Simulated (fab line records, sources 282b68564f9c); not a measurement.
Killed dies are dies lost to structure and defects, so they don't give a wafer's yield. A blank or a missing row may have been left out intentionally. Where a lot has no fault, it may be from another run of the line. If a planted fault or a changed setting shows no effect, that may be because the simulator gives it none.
Problem report in the 8D (eight disciplines) form, filled by code + flow rit-cmos + the parts of the form that need people (team, actions taken, sign-off) are left out

## 1. PROBLEM STATEMENT
SPACER_NITRIDE_THK at RIT_SPACER_THK_MEAS_04 reads a mean of 130.3 nm on 6 wafers of 2 lots; wafers without a fault read 249.5 nm with a standard deviation of 2.4. That puts it -50 standard deviations away from the usual mean.
The first sign was on wafer L128.2 at day 5 21:17, on film-metro-04. The record holds 42 wafers of 14 lots with a number at this step. Rule for "out" (also "out of limits"): further than 4 standard deviations from the usual mean. The other wafers with a number count as sound.

## 2. WHAT IT IS, AND WHAT IT ISN'T
| question                    | is                           | is not                                                                          |
|-----------------------------|------------------------------|---------------------------------------------------------------------------------|
| which readings at this step | SPACER_NITRIDE_THK           | -                                                                               |
| which lots                  | L128, L130                   | L116, L117, L118, L119, L120, L122, L123, L124, L129, L131, L137, L138          |
| which wafers of those lots  | all that have a number       | -                                                                               |
| read on which gauges        | film-metro-02, film-metro-04 | film-metro-03                                                                   |
| when                        | from day 5 21:17             | up to then (27 sound wafers); but 9 sound wafers of L131, L137, L138 came after |

## 3. THE SUSPECTS, EACH WITH WHAT RULES IT OUT
Counting: any tool at a process step up to the reading is kept as a suspect provided that every lot that is out went through it and no sound lot did after the first of them.
- the gauge at RIT_SPACER_THK_MEAS_04: ruled out. 2 gauges (film-metro-02, film-metro-04) read the wafers that are out.
- lpcvd-02 at RIT_SPACER_CVD_03 (deposits Si3N4 from SiH2Cl2/NH3, target thk 250 nm, time 3300 s): kept. It ran every lot that is out, first L128 (day 5 19:22), and no sound lot after that; its last sound lot up to then is L122 (day 4 06:19).
After counting, what remains is lpcvd-02 at RIT_SPACER_CVD_03.

## 4. THE CAUSE (what the simulator had put in)
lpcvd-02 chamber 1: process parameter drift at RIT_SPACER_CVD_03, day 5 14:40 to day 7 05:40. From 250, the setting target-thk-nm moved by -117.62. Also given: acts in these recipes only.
Only this tool survived the counting.

## 5. SEQUENCE OF EFFECTS, ordered by route
Rows list readings where the struck wafers' mean (over those with a number) sits beyond 3 standard deviations from the usual. Only readings for which the record gives a usual standard deviation are gone through. hours: the time from each lot's start at the first step in this table that gives one to its start at this step, as a median over the lots. sigmas: the change in usual standard deviations.
| hours | step                   | reading            | usual      | on struck wafers | change | sigmas |
|-------|------------------------|--------------------|------------|------------------|--------|--------|
| 0     | RIT_SPACER_THK_MEAS_04 | SPACER_NITRIDE_THK | 249.5 nm   | 130.3            | -119.2 | -50    |
| 0     | RIT_SPACER_ETCHBACK_05 | oes-product-au     | 0.843 a.u. | 0.552            | -0.291 | -22    |
The process steps in it:
- RIT_SPACER_ETCHBACK_05: etches Si3N4 in SF6/CHF3, stops on SiO2, target depth 250 nm, time 240 s.

## 6. WHAT WOULD HAVE CAUGHT IT SOONER
7 hours passed between the start of the fault at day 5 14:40 and the first reading out of limits at a measuring or inspecting step in this record, taken at day 5 21:17.
An alarm limit of 4 standard deviations would not have fired on the tool readings at RIT_SPACER_CVD_03 for which the record gives a usual standard deviation, since none of them was out on any struck wafer.
Among the 2 lots that are out, L130 began RIT_SPACER_CVD_03 on lpcvd-02 after day 5 21:17. It would have been spared by a hold on the tool at that moment.
